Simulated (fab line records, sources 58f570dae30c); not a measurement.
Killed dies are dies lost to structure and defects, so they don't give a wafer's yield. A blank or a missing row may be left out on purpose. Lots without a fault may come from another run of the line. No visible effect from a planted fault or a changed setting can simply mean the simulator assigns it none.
What tool caused it? | flow berkeley cmos170 | Sampling: 7 lots, 21 wafers, 3 of 331 route steps

## WHAT EACH GAUGE READ, for each wafer
UCB170_M2_RS_MEAS_02: uses a four-point probe to measure.
lot  | measured     | on            | M2_AL_RS (ohm/sq)
L323 | day 7 16:32  | film metro-04 | 0.0322 0.0321 0.0323
L325 | day 8 06:20  | film metro-03 | 0.0321 0.0323 0.0327
L328 | day 9 01:18  | film metro-04 | 0.0160 0.0161 0.0159
L337 | day 10 06:58 | film metro-03 | 0.0327 0.0318 0.0326
L338 | day 11 04:59 | film metro-04 | 0.0162 0.0162 0.0161
L341 | day 11 06:19 | film metro-02 | 0.0323 0.0320 0.0320
L344 | day 11 21:45 | film metro-02 | 0.0325 0.0329 0.0330

## WHICH TOOL RAN EACH LOT (tool, then ch and the chambers of the sampled wafers, then the start)
lot  | UCB170_SPACER_ETCHBACK_03          | UCB170_M2_SPUTTER_01
L323 | rie diel-01 ch 0,1,3, day 6 15:53  | pvd sputter-02, day 7 16:28
L325 | rie diel-01 ch 0,1,3, day 7 09:32  | pvd sputter-03, day 8 06:14
L328 | rie diel-01 ch 2,3, day 8 01:50    | pvd sputter-03, day 9 00:56
L337 | rie diel-01 ch 0,2, day 9 11:28    | pvd sputter-04, day 10 06:53
L338 | rie diel-01 ch 1,2,3, day 10 07:06 | pvd sputter-03, day 11 04:37
L341 | rie diel-01 ch 1,2,3, day 10 07:10 | pvd sputter-04, day 11 06:11
L344 | rie diel-04 ch 0,2, day 10 23:14   | pvd sputter-04, day 11 21:40
- UCB170_SPACER_ETCHBACK_03: etches SiO2 in CHF3/CF4/Ar, stops on Si, target depth 376 nm, time 100 s.
- UCB170_M2_SPUTTER_01: material Al, target thk 900 nm, time 120 s.

## THE ANSWER, worked out from the rows above alone
Rule: the lots themselves supply what counts as usual. Put in order of their means at a reading, lots are off if they are a third of the lots or fewer, leave a main group of 4 or more, and stand apart from it by a gap of 3 or more times the standard deviation of the main group's means; of several such gaps the widest counts. A main group is skipped when, at the precision printed for the reading in the tables above, its means are all equal. A lot without any number at a reading at which 4 lots or more have one is off too. All remaining lots with rows at the step are treated as sound.
Off: L328, L338, seen at UCB170_M2_RS_MEAS_02 (M2_AL_RS). The main group has a mean of 0.0324 ohm/sq with a standard deviation of 0.00024.
A tool fits if, at a process step before that reading, it ran every lot that is off, and no sound lot after the first of them. Those tools and the gauges at UCB170_M2_RS_MEAS_02 are tried in the same way. Undecided on this evidence; 2 tools fit (pvd sputter-03 at UCB170_M2_SPUTTER_01, film metro-04 at UCB170_M2_RS_MEAS_02).

## WHAT THE SIMULATOR HAD INSERTED
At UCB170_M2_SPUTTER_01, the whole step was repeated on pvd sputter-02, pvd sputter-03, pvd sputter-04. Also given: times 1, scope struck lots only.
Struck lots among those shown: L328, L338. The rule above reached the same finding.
